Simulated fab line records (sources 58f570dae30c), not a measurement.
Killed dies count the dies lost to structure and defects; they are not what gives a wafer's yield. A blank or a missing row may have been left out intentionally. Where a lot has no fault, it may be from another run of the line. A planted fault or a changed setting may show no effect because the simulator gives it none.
Split-lot study	flow berkeley cmos170	23 wafers read from 5 lots, route of 331 steps

== THE SPLIT ITSELF ==
At UCB170_NSD_EXPOSE_03 (exposes mask NSELECT MOD, target cd 1200 nm), the setting dose mj was moved away from the recipe's 30 on 8 of the 23 wafers read, by -7.3% to +4.2%. The other wafers ran this setting at the recipe's value.

== FROM THE SPLIT TO THE READING: what the file shows between them, 2 steps ==
- UCB170_NSD_PEB_04
- UCB170_NSD_DEVELOP_05: develop time 45 s

== THE READING ==
Shown in nm: cd nm at UCB170_NSD_CD_MEAS_06, with target cd 1200 nm. Typical for fault-free wafers on this fab line: 1200.4 nm, with standard deviation 1.4 nm.

wafer	tool, chamber at the split	dose mj as run	against the recipe	cd nm, nm	against lot-mates on the recipe
L074.1	krf scanner-01, 0	30	recipe	1201.6	-
L074.2	krf scanner-01, 0	31.27	+4.2%	1209.0	+6.8
L074.3	krf scanner-01, 0	31.27	+4.2%	1209.3	+7.1
L074.4	krf scanner-01, 0	31.27	+4.2%	1209.4	+7.2
L074.5	krf scanner-01, 0	30	recipe	1202.7	-
L076.1	krf scanner-02, 0	27.96	-6.8%	1187.5	-14.2
L076.2	krf scanner-02, 0	30	recipe	1202.4	-
L076.3	krf scanner-02, 0	27.96	-6.8%	1188.8	-12.9
L076.4	krf scanner-02, 0	30	recipe	1202.0	-
L076.5	krf scanner-02, 0	30	recipe	1200.6	-
L082.1	krf scanner-02, 0	30	recipe	1201.1	-
L082.2	krf scanner-02, 0	30	recipe	1203.6	-
L082.3	krf scanner-02, 0	30	recipe	1202.6	-
L082.4	krf scanner-02, 0	30	recipe	1202.9	-
L082.5	krf scanner-02, 0	30	recipe	1201.7	-
L083.2	krf scanner-01, 0	27.8	-7.3%	1185.0	-14.4
L083.3	krf scanner-01, 0	27.8	-7.3%	1184.4	-15.0
L083.4	krf scanner-01, 0	30	recipe	1199.7	-
L083.5	krf scanner-01, 0	27.8	-7.3%	1184.1	-15.3
L083.6	krf scanner-01, 0	30	recipe	1199.1	-
L084.1	krf scanner-01, 0	30	recipe	1199.4	-
L084.4	krf scanner-01, 0	30	recipe	1198.7	-
L084.5	krf scanner-01, 0	30	recipe	1199.2	-

FIT RESULTS
A straight line over all 23 wafers: cd nm changes by +2.09 nm for each +1% of dose mj; r = +0.98; the points scatter about the line by 1.5 nm.
The same after taking each lot's own level away (the mean of its wafers on the recipe; 23 wafers): +1.94 nm for each +1%; r = +0.99; scatter 0.75 nm.
On that fit, the largest move of dose mj shifts the reading by 14 nm.
The span of the lots' own levels, 1199.10 to 1202.38 nm, comes to 2.3 times the standard deviation stated above.
The two slopes agree, so the slope changes little with the lot-to-lot level.
Check: -14.5 nm against its lot-mates is what the line predicts for one of the wafers moved furthest among these (-7.3%) when that wafer is left out of the fit. Against them it came out at -14.4 nm.

== OTHER SPLITS APPLIED TO THESE WAFERS ==
Other splits were also applied to these wafers ahead of the reading. Each is held against what the fit with the lots' levels taken away leaves over:
other split on the same wafers	wafers away from the commonest value	r with cd nm (lot level and that fit taken away)
UCB170_ZERO_COAT_01 resist thk nm	9	-0.02
UCB170_ACTIVE_EXPOSE_10 dose mj	5	+0.36
UCB170_PVT_IMPLANT_07 energy kev	8	-0.46
UCB170_NLDD_EXPOSE_03 dose mj	7	-0.06
UCB170_NLDD_IMPLANT_09 dose cm2	9	+0.01

== FILE'S OWN FIT ==
cd nm changes by +1.96 nm for each +1% of dose mj, r = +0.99.
